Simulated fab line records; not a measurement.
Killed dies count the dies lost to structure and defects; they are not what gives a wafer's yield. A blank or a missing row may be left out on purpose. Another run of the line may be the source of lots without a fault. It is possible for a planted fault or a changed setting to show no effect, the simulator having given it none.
Problem report in the 8D (eight disciplines) form, filled by code	flow ritCmos	the parts of the form that need people (team, actions taken, sign-off) are left out

== 1. PROBLEM STATEMENT ==
Mean of runLengthS at RIT_CONTACT_ETCH_11: 476.5 s across 6 wafers in 2 lots; on wafers with no fault it is 348.3 s (standard deviation 0.37). So: +99 or more standard deviations from the usual mean.
The step: etches SiO2 in CHF3/CF4/Ar, stops on TiSi2, target depth 480 nm, time 320 s.
Seen first at day 6 14:53 on rieDiel-02, wafer L125.2. Wafers with a number at this step in the record: 42, from 14 lots. Rule for "out", or "out of limits": more than 4 standard deviations from the usual mean. The rest of the wafers with a number are treated as sound.

== 2. WHAT THIS IS AND IS NOT ==
question	is	is not
which readings at this step	runLengthS	drypumpMotorCurrentA, throttleValvePct
which lots	L125, L127	L113, L116, L117, L118, L119, L120, L123, L124, L126, L133, L134, L135
which wafers of those lots	all that have a number	-
read on which tools	rieDiel-02	rieDiel-01, rieDiel-04
when	from day 6 14:53	up to then (21 sound wafers); but 15 sound wafers of L124, L126, L133, L134, L135 came after

== 3. WHAT RULES OUT EACH SUSPECT ==
Counting: a tool stays on the suspect list if, at a process step up to the reading, it processed all lots that are out and no sound lot following the first of them.
- rieDiel-02 at RIT_CONTACT_ETCH_11 (etches SiO2 in CHF3/CF4/Ar, stops on TiSi2, target depth 480 nm, time 320 s): kept. It processed each lot that is out, first L125 at day 6 14:53, and no sound lot thereafter; up to then, the last sound lot it processed was L123 at day 6 09:46. Out on those wafers are its own readings of runLengthS.
After counting, what remains is rieDiel-02 at RIT_CONTACT_ETCH_11.

== 4. THE CAUSE (what the simulator had put in) ==
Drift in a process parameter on rieDiel-02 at RIT_CONTACT_ETCH_11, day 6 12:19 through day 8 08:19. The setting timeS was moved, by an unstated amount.
After counting, this tool was the only one left.

== 5. SEQUENCE OF EFFECTS, ordered by route ==
Rows list readings where the struck wafers' mean (over those with a number) sits beyond 3 standard deviations from the usual. Only readings for which the record gives a usual standard deviation are gone through. hours: the time from each lot's start at the first step in this table that gives one to its start at this step, as a median over the lots. sigmas: the change in usual standard deviations.
hours	step	reading	usual	on struck wafers	change	sigmas
0	RIT_CONTACT_ETCH_11	runLengthS	348.3 s	476.5	+128.2	+99 or more
The process steps in it:
- RIT_CONTACT_ETCH_11: etches SiO2 in CHF3/CF4/Ar, stops on TiSi2, target depth 480 nm, time 320 s.
Later measuring or inspecting steps at which every struck wafer that the step has a row for has a number for every such reading, and none has moved that far: RIT_CONTACT_CD_MEAS_90.

== 6. HOW IT WOULD HAVE BEEN CAUGHT EARLIER ==
In this record no reading fell out of limits until day 6 14:53, 3 hours after the fault had begun at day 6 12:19.
